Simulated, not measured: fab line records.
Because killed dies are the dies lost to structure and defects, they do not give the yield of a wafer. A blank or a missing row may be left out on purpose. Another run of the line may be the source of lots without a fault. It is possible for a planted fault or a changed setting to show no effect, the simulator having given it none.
Which of the tools did it? | flow rit_cmos | 6 lots, 18 wafers sampled, at 3 steps of a route of 202

== WHAT THE GAUGES READ, wafer by wafer ==
RIT_NLDD_TW_MEAS_10.
lot  | measured    | on            | NLDD_TW
L829 | day 3 01:19 | film_metro-03 | 2470 2447 2453
L831 | day 3 13:02 | film_metro-03 | 2465 2452 2462
L833 | day 3 18:23 | film_metro-04 | 2489 2479 2468
L843 | day 5 22:57 | film_metro-01 | 2685 2674 2668
L847 | day 6 21:53 | film_metro-01 | 2515 2520 2523
L849 | day 7 03:24 | film_metro-03 | 2447 2458 2461

== TOOL THAT RAN EACH LOT (tool first, then ch and the chambers of the sampled wafers, then the start) ==
lot  | RIT_PRETRO_STRIP_09                 | RIT_NLDD_IMPLANT_08
L829 | plasma_asher-02 ch 0,1, day 2 14:57 | implanter-04 ch 0, day 3 01:00
L831 | plasma_asher-02 ch 0,1, day 2 22:54 | implanter-04 ch 0, day 3 12:43
L833 | plasma_asher-03 ch 0,1, day 3 08:28 | implanter-04 ch 0, day 3 18:05
L843 | plasma_asher-04 ch 0, day 5 13:14   | implanter-01 ch 0, day 5 22:38
L847 | plasma_asher-02 ch 0,1, day 6 07:16 | implanter-04 ch 0, day 6 21:34
L849 | plasma_asher-03 ch 0,1, day 6 17:29 | implanter-02 ch 0, day 7 03:05
- RIT_PRETRO_STRIP_09: strips in O2, time 180 s.
- RIT_NLDD_IMPLANT_08

== THE ANSWER, worked out from the rows above alone ==
Rule: what is usual is taken from the lots themselves. The widest of any qualifying gaps counts: lots, ordered by their means at a reading, are off when they make up no more than a third of the lots, leave a main group of 4 or more, and stand apart from it by 3 or more times the standard deviation of that group's means. A main group is skipped when, at the precision printed for the reading in the tables above, its means are all equal. Also off: a lot with no number at a reading for which 4 or more lots have one. All remaining lots with rows at the step are treated as sound.
Off: at RIT_NLDD_TW_MEAS_10 (NLDD_TW), L843. Main group: mean 2474, sd 24.
A tool fits if, at a process step before that reading, it ran every lot that is off, and no sound lot after the first of them. The gauges at RIT_NLDD_TW_MEAS_10 are tried like those tools. Can't be told from this: 2 tools fit, plasma_asher-04 at RIT_PRETRO_STRIP_09, implanter-01 at RIT_NLDD_IMPLANT_08.

== WHAT HAD BEEN PUT IN BY THE SIMULATOR ==
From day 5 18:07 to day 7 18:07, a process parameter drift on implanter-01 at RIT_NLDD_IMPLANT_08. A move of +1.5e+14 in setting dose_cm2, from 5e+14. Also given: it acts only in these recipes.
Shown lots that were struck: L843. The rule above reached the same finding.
